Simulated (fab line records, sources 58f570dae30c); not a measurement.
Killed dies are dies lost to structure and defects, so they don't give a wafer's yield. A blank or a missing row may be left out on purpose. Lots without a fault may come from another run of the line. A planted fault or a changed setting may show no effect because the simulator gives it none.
Chamber matching | flow berkeley_cmos170 | UCB170_GATE_ETCH_15 on rie_si-02: 4 sister chambers
The step etches poly-Si in HBr/Cl2, stops on SiO2, time 56.3 s, target depth 278.2 nm. 8 wafers are shown with their chamber, then 9 later ones without.

WAFERS WITH THEIR CHAMBER
wafer  | chamber | throttle_valve_pct (%) | drypump_motor_current_A (A)
L882.6 | 0       | 26.59                  | 5.8
L888.1 | 0       | 26.58                  | 5.8
L893.1 | 3       | 26.80                  | 5.2
L893.3 | 2       | 26.76                  | 5.5
L893.6 | 1       | 25.97                  | 5.5
L892.1 | 2       | 26.75                  | 5.5
L892.3 | 1       | 25.97                  | 5.4
L892.5 | 3       | 26.82                  | 5.2

WAFERS WITHOUT THEIR CHAMBER
wafer  | throttle_valve_pct (%) | drypump_motor_current_A (A)
L895.2 | 26.60                  | 5.8
L895.3 | 26.81                  | 5.2
L895.6 | 26.58                  | 5.8
L899.2 | 25.96                  | 5.5
L899.4 | 26.78                  | 5.5
L899.5 | 25.95                  | 5.5
L901.3 | 25.96                  | 5.5
L901.4 | 26.77                  | 5.5
L901.5 | 25.97                  | 5.4

WHICH CHAMBER EACH WENT THROUGH
wafer  | from the rows above | in truth
L895.2 | 0                   | 0
L895.3 | 3                   | 3
L895.6 | 0                   | 0
L899.2 | 1                   | 1
L899.4 | 2                   | 2
L899.5 | 1                   | 1
L901.3 | 1                   | 1
L901.4 | 2                   | 2
L901.5 | 1                   | 1
Placed correctly: 9 of 9. Can't be placed from these rows: 0. Placed wrongly: 0.
How it was worked out, from the rows above alone: a wafer's distance from a chamber is the root of the sum, over the readings, of the square of ((its reading less the chamber's mean) divided by the reading's scatter). The wafer belongs to the nearest chamber; if the next one is less than 2 further off, it can't be placed. A chamber's mean is the mean of its shown wafers. The scatter: the root of (the sum of the squares of (reading less its chamber's mean) over the shown wafers, divided by (wafers less chambers)).
